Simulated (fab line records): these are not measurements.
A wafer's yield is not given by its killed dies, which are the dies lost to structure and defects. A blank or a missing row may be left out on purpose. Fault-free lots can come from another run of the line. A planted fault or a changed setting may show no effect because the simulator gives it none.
Split-lot study | flow rit-cmos | on a route of 202 steps: 5 lots, 23 wafers read

ABOUT THE SPLIT
At RIT_PRETRO_IMPLANT_08, the setting energy-kev was moved away from the recipe's 45 on 6 of the 23 wafers read, by +2.2% to +4.5%. The other wafers ran this setting at the recipe's value.

The reading is taken at the split's own step.

THE READING
implant.drp-nm (the simulator's own value, which no gauge read), in nm, at RIT_PRETRO_IMPLANT_08. The file gives no usual value for it.

wafer  | tool, chamber at the split | energy-kev as run | against the recipe | implant.drp-nm, nm | against lot-mates on the recipe
L075.1 | implanter-01, 0            | 47.01             | +4.5%              | 56.51              | +1.44
L075.4 | implanter-01, 0            | 47.01             | +4.5%              | 56.51              | +1.44
L075.6 | implanter-01, 0            | 47.01             | +4.5%              | 56.51              | +1.44
L075.3 | implanter-01, 0            | 45                | recipe             | 55.07              | -
L075.5 | implanter-01, 0            | 45                | recipe             | 55.07              | -
L076.1 | implanter-04, 0            | 45                | recipe             | 55.07              | -
L076.3 | implanter-04, 0            | 45                | recipe             | 55.07              | -
L076.2 | implanter-04, 0            | 45.99             | +2.2%              | 55.79              | +0.72
L076.4 | implanter-04, 0            | 45.99             | +2.2%              | 55.79              | +0.72
L076.5 | implanter-04, 0            | 45.99             | +2.2%              | 55.79              | +0.72
L079.1 | implanter-04, 0            | 45                | recipe             | 55.07              | -
L079.2 | implanter-04, 0            | 45                | recipe             | 55.07              | -
L079.3 | implanter-04, 0            | 45                | recipe             | 55.07              | -
L079.5 | implanter-04, 0            | 45                | recipe             | 55.07              | -
L079.6 | implanter-04, 0            | 45                | recipe             | 55.07              | -
L082.1 | implanter-04, 0            | 45                | recipe             | 55.07              | -
L082.2 | implanter-04, 0            | 45                | recipe             | 55.07              | -
L082.3 | implanter-04, 0            | 45                | recipe             | 55.07              | -
L082.4 | implanter-04, 0            | 45                | recipe             | 55.07              | -
L082.6 | implanter-04, 0            | 45                | recipe             | 55.07              | -
L085.1 | implanter-01, 0            | 45                | recipe             | 55.07              | -
L085.5 | implanter-01, 0            | 45                | recipe             | 55.07              | -
L085.6 | implanter-01, 0            | 45                | recipe             | 55.07              | -

THE FIT
A straight line over all 23 wafers: implant.drp-nm changes by +0.323 nm for each +1% of energy-kev; r = +1.00; the points scatter about the line by 0.0036 nm.
The same after taking each lot's own level away (the mean of its wafers on the recipe; 23 wafers): +0.323 nm for each +1%; r = +1.00; scatter 0.0036 nm.
According to that fit, moving energy-kev by its largest amount changes the reading by 1.4 nm.
The lots' own levels span 55.070 to 55.070 nm.
Consequently the slope shifts little with the lot-to-lot level, the two slopes agreeing.
Check: +1.45 nm against its lot-mates is what the line predicts for one of the wafers moved furthest among these (+4.5%) when that wafer is left out of the fit. Against them it came out at +1.44 nm.

FURTHER SPLITS ON THESE WAFERS
Before the reading, these wafers also passed through other splits. Each is held against what the fit with the lots' levels taken away leaves over:
other split on the same wafers       | wafers away from the commonest value | r with implant.drp-nm (lot level and that fit taken away)
RIT_ACTIVE_CVD_03 time-s             | 18                                   | +0.25
RIT_ACTIVE_DEVELOP_10 develop-time-s | 5                                    | -0.11
RIT_ACTIVE_ETCH_13 time-s            | 8                                    | +0.38
RIT_NWELL_COAT_01 spin-rpm           | 4                                    | -0.27
RIT_NRETRO_COAT_01 spin-rpm          | 5                                    | +0.26
RIT_NRETRO_IMPLANT_08 energy-kev     | 5                                    | -0.09

THE WHOLE CHAIN: every reading that the file lists as answering this split, in the file's order
step                  | what it does | reading                                                         | change (the file's fit)               | r (the file's)
RIT_PRETRO_IMPLANT_08 |              | implant.rp-nm (the simulator's own value, which no gauge read)  | +1.37 nm for each +1% of the setting  | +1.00
RIT_PRETRO_IMPLANT_08 |              | implant.drp-nm (the simulator's own value, which no gauge read) | +0.322 nm for each +1% of the setting | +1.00

FILE'S OWN FIT
implant.drp-nm changes by +0.322 nm for each +1% of energy-kev, r = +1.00.
